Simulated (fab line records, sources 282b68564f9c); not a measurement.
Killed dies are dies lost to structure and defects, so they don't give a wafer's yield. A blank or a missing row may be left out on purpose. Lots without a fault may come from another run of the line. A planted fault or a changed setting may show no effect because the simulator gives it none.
Problem report in the 8D (eight disciplines) form, filled by code | flow rit_cmos | the parts of the form that need people (team, actions taken, sign-off) are left out

1. THE PROBLEM
heater_power_total_W at RIT_PWELL_HARDBAKE_07 reads a mean of 49.26 W on 6 wafers of 2 lots; wafers without a fault read 52.03 W with a standard deviation of 0.069. That is -40 standard deviations from the usual mean.
The step: time 120 s.
First seen on wafer L778.1, day 3 12:12, on litho_track-03. The record holds 42 wafers of 14 lots with a number at this step. Rule for "out", or "out of limits": more than 4 standard deviations from the usual mean. The other wafers with a number count as sound.

2. WHAT IT IS AND WHAT IT IS NOT
question                    | is                                 | is not
which readings at this step | heater_power_total_W, plate_temp_C | -
which lots                  | L778, L780                         | L771, L773, L774, L775, L776, L785, L788, L789, L790, L792, L793, L794
which wafers of those lots  | all that have a number             | -
read on which tools         | litho_track-03                     | litho_track-02, litho_track-04
when                        | from day 3 12:12                   | up to then (15 sound wafers); but 21 sound wafers of L785, L788, L789, L790, L792, L793, L794 came after

3. SUSPECTS, AND WHAT RULES EACH OUT
Counting: a tool at a process step up to the reading stays a suspect if it ran every lot that is out and no sound lot after the first of them.
- litho_track-03 at RIT_PWELL_HARDBAKE_07 (time 120 s): ruled out as a lasting fault. Sound lots L793 ran on it after its first lot that is out, L778 (day 3 12:12).
Left after counting: nothing in the record.

4. THE CAUSE (what the simulator had put in)
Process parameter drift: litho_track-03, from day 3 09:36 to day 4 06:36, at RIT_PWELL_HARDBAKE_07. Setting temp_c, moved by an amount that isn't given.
Counting ruled it out, wrongly.

5. THE CHAIN OF EFFECTS, in route order
Each row: a reading whose mean over the struck wafers that have a number lies more than 3 standard deviations from the usual. Only readings for which the record gives a usual standard deviation are gone through. hours: the time from each lot's start at the first step in this table that gives one to its start at this step, as a median over the lots. sigmas: the change in usual standard deviations.
hours | step                  | reading              | usual    | on struck wafers | change | sigmas
0     | RIT_PWELL_HARDBAKE_07 | heater_power_total_W | 52.03 W  | 49.26            | -2.77  | -40
0     | RIT_PWELL_HARDBAKE_07 | plate_temp_C         | 139.98 C | 134.22           | -5.76  | -38
The process steps in it:
- RIT_PWELL_HARDBAKE_07: time 120 s.

6. WHAT WOULD HAVE CAUGHT IT SOONER
In this record the first reading out of limits was taken at day 3 12:12, 3 hours after the fault began at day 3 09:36.
